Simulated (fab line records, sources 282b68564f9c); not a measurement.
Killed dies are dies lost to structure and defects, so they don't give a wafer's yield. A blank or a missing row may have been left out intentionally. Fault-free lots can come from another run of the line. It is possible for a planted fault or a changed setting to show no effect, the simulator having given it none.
Matching of chambers -- flow rit cmos -- RIT_ACTIVE_ETCH_13 on rie diel-03 has 4 sister chambers
The step etches Si3N4 in SF6, stops on SiO2, time 210 s, target depth 210 nm. 16 wafers are shown with their chamber, then 8 later ones without.

## WAFERS, EACH WITH ITS CHAMBER
wafer,chamber,drypump motor current A (A),throttle valve pct (%),oes product au (a.u.)
L748.2,1,6.3,7.39,0.819
L748.4,3,5.7,7.37,0.796
L748.6,0,5.7,7.31,0.811
L750.3,1,6.3,7.37,0.823
L750.4,2,5.6,7.34,0.807
L750.5,0,5.7,7.31,0.818
L752.4,2,5.6,7.33,0.811
L752.5,3,5.7,7.38,0.794
L752.6,0,5.7,7.30,0.822
L755.1,1,6.3,7.38,0.814
L755.4,2,5.6,7.33,0.809
L755.5,0,5.7,7.30,0.819
L756.2,1,6.3,7.38,0.808
L756.5,2,5.5,7.33,0.815
L756.6,1,6.3,7.36,0.819
L758.1,0,5.7,7.30,0.818

SIGNATURES (means of the wafers above)
reading,chamber 0,chamber 1,chamber 2,chamber 3,scatter within a chamber
drypump motor current A,5.700,6.300,5.575,5.700,0.025
throttle valve pct,7.3040,7.3760,7.3325,7.3750,0.00798
oes product au,0.81760,0.81660,0.81050,0.79500,0.00443
Rule: a wafer's distance from a chamber is the root of the sum, over the readings, of the square of ((its reading less the chamber's mean) divided by the reading's scatter). If the next closest chamber is less than 2 further off than the closest, the wafer can't be placed; otherwise it belongs to the closest. The scatter is the square root of a quotient: the sum, over the shown wafers, of each reading's squared deviation from its chamber's mean, divided by wafers minus chambers.

## WAFERS WITHOUT THEIR CHAMBER
wafer,drypump motor current A (A),throttle valve pct (%),oes product au (a.u.)
L758.5,6.3,7.37,0.827
L758.6,5.7,7.29,0.825
L765.1,5.6,7.34,0.799
L765.3,5.7,7.37,0.788
L765.5,5.7,7.37,0.781
L766.2,6.3,7.37,0.814
L766.3,5.6,7.30,0.813
L766.4,5.7,7.36,0.783

## CHAMBER TAKEN BY EACH
wafer,from the rows above,in truth
L758.5,1,1
L758.6,0,0
L765.1,2,2
L765.3,3,3
L765.5,3,3
L766.2,1,1
L766.3,can't be placed: 0 or 2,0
L766.4,3,3
Placed correctly: 7 of 8. From these rows, 1 cannot be placed; in 1 the true chamber is one of the candidates. 0 placed wrongly.
